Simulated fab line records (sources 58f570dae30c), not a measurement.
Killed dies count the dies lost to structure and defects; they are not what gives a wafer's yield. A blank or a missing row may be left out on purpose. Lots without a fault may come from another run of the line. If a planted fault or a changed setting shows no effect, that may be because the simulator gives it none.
fab line records	flow berkeley-cmos170
[record] lots = 5	wafers = 23
route steps=331 shown PWELL@36 SCREENOX@101 PVT@122 GATE@136 NLDD@166 NSD@190 SDANNEAL@205
start-h: the number of hours between the record's first day and the start of the first shown wafer of the lot	wait-h: time in hours since the lot's previous step	" unchanged from the row above	L1.1+2: a row that stands for several wafers	- no value, or no start was given	* or withheld: withheld	< > ~ a bound
route shown NAME@n: a module of which the file shows steps, and the number in the route of the first	usual: average and standard deviation across the fault-free wafers	same: alike in all rows	chamber/n: place in a boat	sites: readings site by site	_std_site: their standard deviation	_edge_site: the outer-site mean with the inner-site mean subtracted	radius-mm: how far each site lies from the wafer's centre	mask NAME#n: copy n	behind: the tool/chamber that last shaped the wafer	hold: reason for holding the lot/hours on hold/outcome of the hold	device: transistor that didn't switch, given as n, p or np	end of line: at the end of the route, the tests of the same wafers	a step without rows: its recipe alone	killed: at the first sort, the dies lost to defects and structure; wafer yield is something else	map: the dies of a wafer, with x for killed, . for not killed, _ for no die there
set.NAME: the setting as run; set.NAME@STEP: as run at that earlier step	model.NAME: the simulator's own value behind a step, which no gauge read
lots run with intentionally changed settings; tables by step, rows by wafer
[[steps]]
[step UCB170_PWELL_OXIDATION_02]
[recipe] temp-c = 1000	ambient = O2	target-thk-a = 264	ox-time-s = 1260
lot.wafer	tool	chamber	start-h	wait-h	set.temp-c	model.SiO2_of_PWELL_OXIDATION_02.thk-nm
L075.1	-	-	-	5.5	1013	29.4
L075.2	"	-	"	"	1013	29.56
L075.3	"	-	"	"	1013	29.59
L075.5	"	-	"	"	1013	29.81
L075.6	"	-	"	"	1013	30.11
L077.1	-	-	-	3.6	1020	31.16
L077.2	"	-	"	"	1020	31.21
L077.3	"	-	"	"	1020	31.44
L077.4	"	-	"	"	1020	31.36
L077.5	"	-	"	"	1020	31.49
L079.2	furnace-03	0	67.37	1.1	1000	25.76
L079.3	"	0	"	"	1000	25.82
L079.4	"	0	"	"	1000	25.84
L083.1	-	-	-	2.0	1008	28
L083.2	"	-	"	"	1008	28.15
L083.3	"	-	"	"	1008	27.96
L083.4	"	-	"	"	1008	28.1
L083.5	"	-	"	"	1008	28.04
L084.1	-	-	-	2.5	1012	30.09
L084.2	"	-	"	"	1012	29.62
L084.3	"	-	"	"	1012	29.68
L084.4	"	-	"	"	1012	29.7
L084.5	"	-	"	"	1012	29.76
[step UCB170_PWELL_THK_MEAS_03]
[recipe] reads = SiO2_of_PWELL_OXIDATION_02
[usual] PWELL_OXIDE_THK = 26.0/0.49
lot.wafer	tool	chamber	start-h	wait-h	set.temp-c@PWELL_OXIDATION_02	PWELL_OXIDE_THK[nm]
L075.1	film-metro-04	-	-	-	1013	29.4
L075.2	"	-	"	"	1013	29.6
L075.3	"	-	"	"	1013	29.6
L075.5	"	-	"	"	1013	29.8
L075.6	"	-	"	"	1013	30.1
L077.1	film-metro-03	-	-	-	1020	31.2
L077.2	"	-	"	"	1020	31.2
L077.3	"	-	"	"	1020	31.4
L077.4	"	-	"	"	1020	31.4
L077.5	"	-	"	"	1020	31.4
L079.2	film-metro-04	-	68.73	0.0	1000	25.8
L079.3	"	-	"	"	1000	25.8
L079.4	"	-	"	"	1000	25.8
L083.1	film-metro-04	-	-	-	1008	28.0
L083.2	"	-	"	"	1008	28.1
L083.3	"	-	"	"	1008	27.9
L083.4	"	-	"	"	1008	28.1
L083.5	"	-	"	"	1008	28.1
L084.1	film-metro-03	-	-	-	1012	30.1
L084.2	"	-	"	"	1012	29.7
L084.3	"	-	"	"	1012	29.7
L084.4	"	-	"	"	1012	29.7
L084.5	"	-	"	"	1012	29.8
[step UCB170_PWELL_IMPLANT_15]
[recipe] species = B	dose-cm2 = 5e+12	energy-kev = 60	tilt-deg = 7
lot.wafer	tool	chamber	start-h	wait-h	set.energy-kev	model.implant.rp-nm	model.implant.drp-nm
L075.1+5	implanter-02	0	54.23	0.1	60	187.5	64.7
L075.2+3+6	"	0	"	"	56.45	177.3	62.62
L077.1+2+3+4+5	implanter-02	0	72.06	0.1	60	190.7	64.7
L079.2+3+4	implanter-03	0	74.99	0.1	60	184.1	64.7
L083.1+2+4	implanter-01	0	95.07	0.1	60	186.9	64.7
L083.3+5	"	0	"	"	63.05	199	66.4
L084.1+5	implanter-01	0	99.29	0.1	60	196.4	64.7
L084.2+3+4	"	0	"	"	57.4	188.5	63.19
[step UCB170_SCREENOX_OXIDATION_01]
[recipe] temp-c = 900	ambient = O2	target-thk-a = 144	ox-time-s = 2400
lot.wafer	tool	chamber	start-h	wait-h	set.ox-time-s	model.SiO2_of_SCREENOX_OXIDATION_01.thk-nm
L075.1	-	-	-	2.4	2230	13.89
L075.2	"	-	"	"	2230	14.02
L075.3	"	-	"	"	2230	13.98
L075.5	"	-	"	"	2230	13.79
L075.6	"	-	"	"	2230	13.86
L077.1	-	-	-	2.4	2606	14.97
L077.2	"	-	"	"	2606	15.11
L077.3	"	-	"	"	2606	14.87
L077.4	"	-	"	"	2606	15.04
L077.5	"	-	"	"	2606	14.98
L079.2	furnace-02	0	131.60	2.5	2400	13.82
L079.3	"	0	"	"	2400	13.9
L079.4	"	0	"	"	2400	13.96
L083.1	-	-	-	1.1	2400	14.19
L083.2+5	"	-	"	"	2400	14.24
L083.3	"	-	"	"	2400	14.12
L083.4	"	-	"	"	2400	14.18
L084.1	-	-	-	2.6	2063	13.01
L084.2	"	-	"	"	2063	12.91
L084.3	"	-	"	"	2063	12.78
L084.4	"	-	"	"	2063	12.5
L084.5	"	-	"	"	2063	12.74
[step UCB170_PVT_IMPLANT_07]
[recipe] species = P	dose-cm2 = 2e+12	energy-kev = 30	tilt-deg = 7
lot.wafer	tool	chamber	start-h	wait-h	set.energy-kev	model.implant.rp-nm	model.implant.drp-nm
L075.1+2+3	implanter-02	0	112.97	0.0	28.59	34.55	16.09
L075.5+6	"	0	"	"	30	35.69	16.56
L077.1+3+4	implanter-01	0	129.99	0.0	29.07	34.84	16.25
L077.2+5	"	0	"	"	30	35.58	16.56
L079.2+3+4	implanter-01	0	141.52	0.0	30	36.93	16.56
L083.1+5	implanter-01	0	147.58	0.0	30	36.15	16.56
L083.2+3+4	"	0	"	"	28.94	35.28	16.21
L084.1+4+5	implanter-02	0	158.67	0.0	30	37.49	16.56
L084.2+3	"	0	"	"	29	36.65	16.23
[step UCB170_PVT_STRIP_08]
[recipe] chemistry = O2	power-w = 400	pressure-mtorr = 3500	platen-temp-c = withheld	o2-flow-sccm = 400	overash-fraction = 0.5
[usual] strip-time-to-endpoint-s = 21.65/0.053
lot.wafer	tool	chamber	start-h	wait-h	set.o2-flow-sccm	strip-time-to-endpoint-s
L075.1	plasma-asher-01	1	113.12	0.1	383	21.81
L075.2	"	0	"	"	400	21.68
L075.3	"	0	"	"	383	21.80
L075.5	"	1	"	"	383	21.85
L075.6	"	0	"	"	400	21.67
L077.1	plasma-asher-04	1	130.14	0.1	400	21.66
L077.2	"	0	"	"	400	21.71
L077.3	"	0	"	"	362.4	22.06
L077.4	"	1	"	"	400	21.66
L077.5	"	1	"	"	362.4	22.09
L079.2	plasma-asher-01	0	141.65	0.1	400	21.60
L079.3	"	1	"	"	400	21.54
L079.4	"	0	"	"	400	21.61
L083.1	plasma-asher-01	1	147.73	0.1	400	21.57
L083.2	"	0	"	"	400	21.64
L083.3	"	1	"	"	400	21.62
L083.4	"	0	"	"	400	21.56
L083.5	"	1	"	"	400	21.61
L084.1	plasma-asher-04	0	158.82	0.1	400	21.63
L084.2	"	1	"	"	400	21.66
L084.3	"	1	"	"	400	21.65
L084.4	"	0	"	"	400	21.67
L084.5	"	0	"	"	400	21.61
[step UCB170_PVT_TW_MEAS_09]
[usual] PVT_TW = 506.6/2.7
lot.wafer	tool	chamber	start-h	wait-h	set.energy-kev@PVT_IMPLANT_07	PVT_TW
L075.1	film-metro-03	-	113.22	0.1	28.59	498.1
L075.2	"	-	"	"	28.59	500.1
L075.3	"	-	"	"	28.59	501.6
L075.5	"	-	"	"	30	507.1
L075.6	"	-	"	"	30	507.0
L077.1	film-metro-01	-	130.24	0.1	29.07	504.5
L077.2	"	-	"	"	30	508.2
L077.3	"	-	"	"	29.07	500.6
L077.4	"	-	"	"	29.07	504.3
L077.5	"	-	"	"	30	506.1
L079.2	film-metro-01	-	141.76	0.1	30	508.0
L079.3	"	-	"	"	30	509.1
L079.4	"	-	"	"	30	507.2
L083.1	film-metro-03	-	147.83	0.1	30	511.3
L083.2	"	-	"	"	28.94	506.7
L083.3	"	-	"	"	28.94	506.5
L083.4	"	-	"	"	28.94	507.4
L083.5	"	-	"	"	30	510.2
L084.1	film-metro-01	-	158.92	0.1	30	505.3
L084.2	"	-	"	"	29	499.2
L084.3	"	-	"	"	29	500.2
L084.4	"	-	"	"	30	506.7
L084.5	"	-	"	"	30	503.3
[step UCB170_GATE_PEB_10]
[recipe] peb-temp-c = 130	peb-time-s = withheld	resist = KrF
lot.wafer	tool	chamber	start-h	wait-h	set.peb-temp-c
L075.1+2+3+5+6	litho-track-01	0	123.97	0.1	130
L077.1+4+5	litho-track-01	0	141.76	0.1	133.9
L077.2+3	"	0	"	"	130
L079.2+3+4	litho-track-01	0	150.60	0.1	130
L083.1+4	litho-track-01	0	159.57	0.1	130
L083.2+3+5	"	0	"	"	126.5
L084.1+2+3+4+5	litho-track-04	0	170.18	0.5	130
[step UCB170_GATE_DEVELOP_11]
[recipe] developer = TMAH	develop-time-s = 45	resist = KrF	dev-temp-c = 21
[step UCB170_GATE_CD_MEAS_12]
[recipe] target-cd-nm = 350
[usual] cd-nm = 350.3/1.5
lot.wafer	tool	chamber	start-h	wait-h	set.peb-temp-c@GATE_PEB_10	cd-nm
L075.1	cd-sem-01	-	124.27	-	130	348.7
L075.2	"	-	"	"	130	347.9
L075.3	"	-	"	"	130	346.3
L075.5	"	-	"	"	130	349.2
L075.6	"	-	"	"	130	348.6
L077.1	cd-sem-01	-	142.04	-	133.9	329.1
L077.2	"	-	"	"	130	352.5
L077.3	"	-	"	"	130	350.7
L077.4	"	-	"	"	133.9	329.5
L077.5	"	-	"	"	133.9	329.3
L079.2	cd-sem-02	-	150.87	-	130	349.9
L079.3	"	-	"	"	130	347.3
L079.4	"	-	"	"	130	346.4
L083.1	cd-sem-01	-	159.84	-	130	351.1
L083.2	"	-	"	"	126.5	376.9
L083.3	"	-	"	"	126.5	377.5
L083.4	"	-	"	"	130	350.7
L083.5	"	-	"	"	126.5	376.4
L084.1	cd-sem-01	-	170.45	-	130	350.8
L084.2	"	-	"	"	130	350.1
L084.3	"	-	"	"	130	350.4
L084.4	"	-	"	"	130	351.6
L084.5	"	-	"	"	130	350.4
[step UCB170_GATE_ETCH_14]
[recipe] chemistry = N2/H2	target-depth-a = withheld	overetch-a = withheld	target = BARC	time-s = withheld	source-w = 500	bias-w = 100	pressure-mtorr = 30	n2-flow-sccm = 100	h2-flow-sccm = 200
[step UCB170_GATE_ETCH_15]
[recipe] chemistry = HBr/Cl2	target = poly-Si	stop-on = SiO2	over-etch-frac = 0.3	icp-w = 300	bias-w = 150	time-s = 54.5	pressure-mtorr = 15	HBr_flow_sccm = 150	Cl2_flow_sccm = 50	target-depth-a = 2782
lot.wafer	tool	chamber	start-h	wait-h	set.peb-temp-c@GATE_PEB_10	model.GATE.cd-nm
L075.1+2	rie-si-01	2,1	124.47	-	130	347.9
L075.3	"	3	"	"	130	346.2
L075.5	"	1	"	"	130	348.8
L075.6	"	0	"	"	130	348.4
L077.1	rie-si-01	2	142.24	-	133.9	328.9
L077.2	"	3	"	"	130	351.8
L077.3	"	1	"	"	130	350.8
L077.4	"	2	"	"	133.9	329
L077.5	"	1	"	"	133.9	328.3
L079.2	rie-si-02	0	151.05	-	130	350.2
L079.3	"	1	"	"	130	347.7
L079.4	"	1	"	"	130	347.2
L083.1	rie-si-02	1	160.04	-	130	350.2
L083.2+3	"	0,2	"	"	126.5	377.4
L083.4	"	1	"	"	130	350.5
L083.5	"	0	"	"	126.5	376
L084.1	rie-si-02	1	170.65	-	130	350.9
L084.2	"	3	"	"	130	349.1
L084.3	"	0	"	"	130	349.7
L084.4	"	2	"	"	130	352.1
L084.5	"	0	"	"	130	350.3
[step UCB170_GATE_STRIP_16]
[recipe] chemistry = O2	power-w = 400	pressure-mtorr = 3500	platen-temp-c = withheld	o2-flow-sccm = 400	overash-fraction = 0.5
[step UCB170_GATE_CD_MEAS_90]
[recipe] target-cd-nm = 350
[usual] cd-nm = 350.2/1.5
lot.wafer	tool	chamber	start-h	wait-h	set.peb-temp-c@GATE_PEB_10	cd-nm
L075.1	cd-sem-01	-	124.62	0.1	130	347.9
L075.2	"	-	"	"	130	347.9
L075.3	"	-	"	"	130	346.3
L075.5	"	-	"	"	130	348.7
L075.6	"	-	"	"	130	348.0
L077.1	cd-sem-01	-	142.38	0.1	133.9	329.2
L077.2	"	-	"	"	130	352.0
L077.3	"	-	"	"	130	350.6
L077.4	"	-	"	"	133.9	328.7
L077.5	"	-	"	"	133.9	328.4
L079.2	cd-sem-01	-	151.21	0.1	130	350.4
L079.3	"	-	"	"	130	347.9
L079.4	"	-	"	"	130	346.6
L083.1	cd-sem-02	-	160.19	0.1	130	350.0
L083.2	"	-	"	"	126.5	377.5
L083.3	"	-	"	"	126.5	377.6
L083.4	"	-	"	"	130	350.2
L083.5	"	-	"	"	126.5	376.2
L084.1	cd-sem-02	-	170.80	0.1	130	351.0
L084.2	"	-	"	"	130	349.1
L084.3	"	-	"	"	130	349.8
L084.4	"	-	"	"	130	351.9
L084.5	"	-	"	"	130	350.2
[step UCB170_NLDD_IMPLANT_08]
[recipe] species = As	dose-cm2 = 5e+13	energy-kev = 30	tilt-deg = 7	rotation-deg = 0
lot.wafer	tool	chamber	start-h	wait-h	set.energy-kev	model.implant.rp-nm	model.implant.drp-nm
L075.1+3+6	implanter-01	0	127.63	0.0	30	21.92	9.611
L075.2+5	"	0	"	"	28.79	21.25	9.328
L077.1+4	implanter-04	0	147.43	0.0	28.45	19.87	9.248
L077.2+3+5	"	0	"	"	30	20.69	9.611
L079.2+3+4	implanter-04	0	155.28	0.0	30	21.06	9.611
L083.1+2	implanter-04	0	164.73	0.0	30	21.19	9.611
L083.3+4+5	"	0	"	"	31.31	21.89	9.917
L084.1+2	implanter-04	0	174.53	0.0	30	21.38	9.611
L084.3+4+5	"	0	"	"	28.32	20.47	9.217
[step UCB170_NSD_EXPOSE_03]
[recipe] mask-id = NSELECT_MOD	na = 0.5	sigma-outer = 0.6	source-shape = conventional	target-cd-nm = 1200	dose-mj = 30
lot.wafer	tool	chamber	start-h	wait-h	mask	set.dose-mj
L075.1+2+3+5+6	krf-scanner-02	0	135.78	0.1	NSELECT_MOD#0	30
L077.1+3+4	krf-scanner-01	0	153.67	0.2	NSELECT_MOD#0	27.78
L077.2+5	"	0	"	"	NSELECT_MOD#0	30
L079.2+3+4	krf-scanner-01	0	162.87	0.4	NSELECT_MOD#0	30
L083.1+2+3+4+5	krf-scanner-01	0	171.66	0.3	NSELECT_MOD#0	30
L084.1+2+3	krf-scanner-02	0	182.98	0.2	NSELECT_MOD#0	29.42
L084.4+5	"	0	"	"	NSELECT_MOD#0	30
[step UCB170_NSD_PEB_04]
[recipe] peb-temp-c = 130	peb-time-s = withheld	resist = KrF
[step UCB170_NSD_DEVELOP_05]
[recipe] developer = TMAH	develop-time-s = 45	resist = KrF	dev-temp-c = 21
[step UCB170_NSD_CD_MEAS_06]
[recipe] target-cd-nm = 1200
[usual] cd-nm = 1199.8/1.2
lot.wafer	tool	chamber	start-h	wait-h	set.dose-mj@NSD_EXPOSE_03	cd-nm
L075.1	cd-sem-01	-	136.54	-	30	1200.1
L075.2	"	-	"	"	30	1200.1
L075.3	"	-	"	"	30	1198.6
L075.5	"	-	"	"	30	1199.1
L075.6	"	-	"	"	30	1199.4
L077.1	cd-sem-02	-	154.06	-	27.78	1184.0
L077.2	"	-	"	"	30	1199.1
L077.3	"	-	"	"	27.78	1184.6
L077.4	"	-	"	"	27.78	1185.3
L077.5	"	-	"	"	30	1198.6
L079.2	cd-sem-02	-	163.26	-	30	1199.2
L079.3	"	-	"	"	30	1198.7
L079.4	"	-	"	"	30	1199.3
L083.1	cd-sem-02	-	172.46	-	30	1200.1
L083.2	"	-	"	"	30	1201.2
L083.3	"	-	"	"	30	1202.0
L083.4	"	-	"	"	30	1201.3
L083.5	"	-	"	"	30	1201.6
L084.1	cd-sem-02	-	184.15	-	29.42	1196.2
L084.2	"	-	"	"	29.42	1195.2
L084.3	"	-	"	"	29.42	1195.3
L084.4	"	-	"	"	30	1200.8
L084.5	"	-	"	"	30	1199.9
[step UCB170_NSD_IMPLANT_08]
[recipe] species = P	dose-cm2 = 3e+15	energy-kev = 40	tilt-deg = 7
lot.wafer	tool	chamber	start-h	wait-h	set.energy-kev	model.implant.drp-nm
L075.1+3	implanter-02	0	136.70	0.0	39.19	20.79
L075.2+5+6	"	0	"	"	40	21.16
L077.1+2+4	implanter-04	0	154.22	0.0	39.36	20.87
L077.3+5	"	0	"	"	40	21.16
L079.2+3+4	implanter-02	0	163.42	0.0	40	21.16
L083.1+2+3+4+5	implanter-04	0	172.62	0.0	40	21.16
L084.1+3	implanter-02	0	184.30	0.0	40	21.16
L084.2+4+5	"	0	"	"	39.02	20.71
[step UCB170_NSD_STRIP_09]
[recipe] chemistry = O2	power-w = 400	pressure-mtorr = 3500	platen-temp-c = withheld	o2-flow-sccm = 400	overash-fraction = 0.5
[usual] strip-time-to-endpoint-s = 35.79/0.051
lot.wafer	tool	chamber	start-h	wait-h	set.energy-kev@NSD_IMPLANT_08	strip-time-to-endpoint-s
L075.1	plasma-asher-04	1	136.85	0.1	39.19	35.47
L075.2	"	0	"	"	40	35.76
L075.3	"	1	"	"	39.19	35.59
L075.5	"	0	"	"	40	35.85
L075.6	"	1	"	"	40	35.79
L077.1	plasma-asher-03	0	154.37	0.1	39.36	35.58
L077.2	"	1	"	"	39.36	35.61
L077.3	"	1	"	"	40	35.86
L077.4	"	0	"	"	39.36	35.68
L077.5	"	0	"	"	40	35.83
L079.2	plasma-asher-04	0	163.55	0.1	40	35.76
L079.3	"	1	"	"	40	35.75
L079.4	"	0	"	"	40	35.75
L083.1	plasma-asher-03	1	172.77	0.1	40	35.82
L083.2	"	0	"	"	40	35.73
L083.3	"	1	"	"	40	35.81
L083.4	"	0	"	"	40	35.77
L083.5	"	0	"	"	40	35.73
L084.1	plasma-asher-01	0	184.45	0.1	40	35.76
L084.2	"	1	"	"	39.02	35.47
L084.3	"	1	"	"	40	35.81
L084.4	"	0	"	"	39.02	35.35
L084.5	"	0	"	"	39.02	35.44
[step UCB170_NSD_CLEAN_11]
[recipe] chemistry = SPM	temp-c = 120	time-s = 600
[step UCB170_SDANNEAL_RTA_01]
[recipe] temp-c = 1050	time-s = 5	ambient = N2
[step UCB170_SDANNEAL_RS_MEAS_03]
[recipe] thk-meas-gauge = four-point-probe
[usual] NSD_RS = 37.26/0.084
lot.wafer	tool	chamber	start-h	wait-h	set.energy-kev@NSD_IMPLANT_08	NSD_RS[ohm/sq]
L075.1	film-metro-04	-	138.81	0.1	39.19	37.56
L075.2	"	-	"	"	40	37.22
L075.3	"	-	"	"	39.19	37.51
L075.5	"	-	"	"	40	37.17
L075.6	"	-	"	"	40	37.27
L077.1	film-metro-01	-	155.67	0.1	39.36	37.43
L077.2	"	-	"	"	39.36	37.52
L077.3	"	-	"	"	40	37.23
L077.4	"	-	"	"	39.36	37.57
L077.5	"	-	"	"	40	37.29
L079.2	film-metro-01	-	165.10	0.1	40	37.31
L079.3	"	-	"	"	40	37.20
L079.4	"	-	"	"	40	37.34
L083.1	film-metro-02	-	174.45	0.1	40	37.16
L083.2	"	-	"	"	40	37.14
L083.3	"	-	"	"	40	37.11
L083.4	"	-	"	"	40	37.25
L083.5	"	-	"	"	40	37.21
L084.1	film-metro-02	-	185.96	0.1	40	37.30
L084.2	"	-	"	"	39.02	37.48
L084.3	"	-	"	"	40	37.15
L084.4	"	-	"	"	39.02	37.52
L084.5	"	-	"	"	39.02	37.49
[step UCB170_SDANNEAL_RS_MEAS_05]
[recipe] thk-meas-gauge = four-point-probe
[usual] NLDD_RS = 616.5/1.8
lot.wafer	tool	chamber	start-h	wait-h	set.energy-kev@NLDD_IMPLANT_08	NLDD_RS[ohm/sq]
L075.1	film-metro-04	-	139.05	0.1	30	616.8
L075.2	"	-	"	"	28.79	623.3
L075.3	"	-	"	"	30	618.4
L075.5	"	-	"	"	28.79	621.5
L075.6	"	-	"	"	30	619.5
L077.1	film-metro-01	-	155.91	0.1	28.45	622.2
L077.2	"	-	"	"	30	621.0
L077.3	"	-	"	"	30	619.0
L077.4	"	-	"	"	28.45	624.1
L077.5	"	-	"	"	30	617.9
L079.2	film-metro-01	-	165.34	0.1	30	616.3
L079.3	"	-	"	"	30	616.3
L079.4	"	-	"	"	30	615.2
L083.1	film-metro-02	-	174.69	0.1	30	614.9
L083.2	"	-	"	"	30	613.3
L083.3	"	-	"	"	31.31	612.2
L083.4	"	-	"	"	31.31	611.3
L083.5	"	-	"	"	31.31	610.3
L084.1	film-metro-02	-	186.20	0.1	30	614.5
L084.2	"	-	"	"	30	614.1
L084.3	"	-	"	"	28.32	619.4
L084.4	"	-	"	"	28.32	617.9
L084.5	"	-	"	"	28.32	617.8
[[key]]
[split] step = UCB170_PWELL_OXIDATION_02	setting = temp-c	stated = 1000	by = lot
[response] step = UCB170_PWELL_OXIDATION_02	reading = model.SiO2_of_PWELL_OXIDATION_02.thk-nm	change = +2.8	per = 1%	r = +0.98
[response] step = UCB170_PWELL_THK_MEAS_03	reading = PWELL_OXIDE_THK	change = +2.79	per = 1%	r = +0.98
[split] step = UCB170_PWELL_IMPLANT_15	setting = energy-kev	stated = 60	by = wafer
[response] step = UCB170_PWELL_IMPLANT_15	reading = model.implant.rp-nm	change = +1.96	per = 1%	r = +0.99
[response] step = UCB170_PWELL_IMPLANT_15	reading = model.implant.drp-nm	change = +0.345	per = 1%	r = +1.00
[split] step = UCB170_SCREENOX_OXIDATION_01	setting = ox-time-s	stated = 2400	by = lot
[response] step = UCB170_SCREENOX_OXIDATION_01	reading = model.SiO2_of_SCREENOX_OXIDATION_01.thk-nm	change = +0.0896	per = 1%	r = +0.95
[split] step = UCB170_PVT_IMPLANT_07	setting = energy-kev	stated = 30	by = wafer
[response] step = UCB170_PVT_IMPLANT_07	reading = model.implant.rp-nm	change = +0.246	per = 1%	r = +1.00
[response] step = UCB170_PVT_IMPLANT_07	reading = model.implant.drp-nm	change = +0.101	per = 1%	r = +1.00
[response] step = UCB170_PVT_TW_MEAS_09	reading = PVT_TW	change = +1.4	per = 1%	r = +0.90
[split] step = UCB170_PVT_STRIP_08	setting = o2-flow-sccm	stated = 400	by = wafer
[response] step = UCB170_PVT_STRIP_08	reading = strip-time-to-endpoint-s	change = *	per = 1%	r = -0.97
[split] step = UCB170_GATE_PEB_10	setting = peb-temp-c	stated = 130	by = wafer
[response] step = UCB170_GATE_CD_MEAS_12	reading = cd-nm	change = -8.43	per = 1%	r = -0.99
[response] step = UCB170_GATE_ETCH_15	reading = model.GATE.cd-nm	change = -8.55	per = 1%	r = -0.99
[response] step = UCB170_GATE_CD_MEAS_90	reading = cd-nm	change = -8.63	per = 1%	r = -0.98
[split] step = UCB170_NLDD_IMPLANT_08	setting = energy-kev	stated = 30	by = wafer
[response] step = UCB170_NLDD_IMPLANT_08	reading = model.implant.rp-nm	change = +0.162	per = 1%	r = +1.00
[response] step = UCB170_NLDD_IMPLANT_08	reading = model.implant.drp-nm	change = +0.0702	per = 1%	r = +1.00
[response] step = UCB170_SDANNEAL_RS_MEAS_05	reading = NLDD_RS	change = -0.774	per = 1%	r = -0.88
[split] step = UCB170_NSD_EXPOSE_03	setting = dose-mj	stated = 30	by = wafer
[response] step = UCB170_NSD_CD_MEAS_06	reading = cd-nm	change = +1.96	per = 1%	r = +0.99
[split] step = UCB170_NSD_IMPLANT_08	setting = energy-kev	stated = 40	by = wafer
[response] step = UCB170_NSD_IMPLANT_08	reading = model.implant.drp-nm	change = +0.18	per = 1%	r = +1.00
[response] step = UCB170_NSD_STRIP_09	reading = strip-time-to-endpoint-s	change = *	per = 1%	r = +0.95
[response] step = UCB170_SDANNEAL_RS_MEAS_03	reading = NSD_RS	change = -0.134	per = 1%	r = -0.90
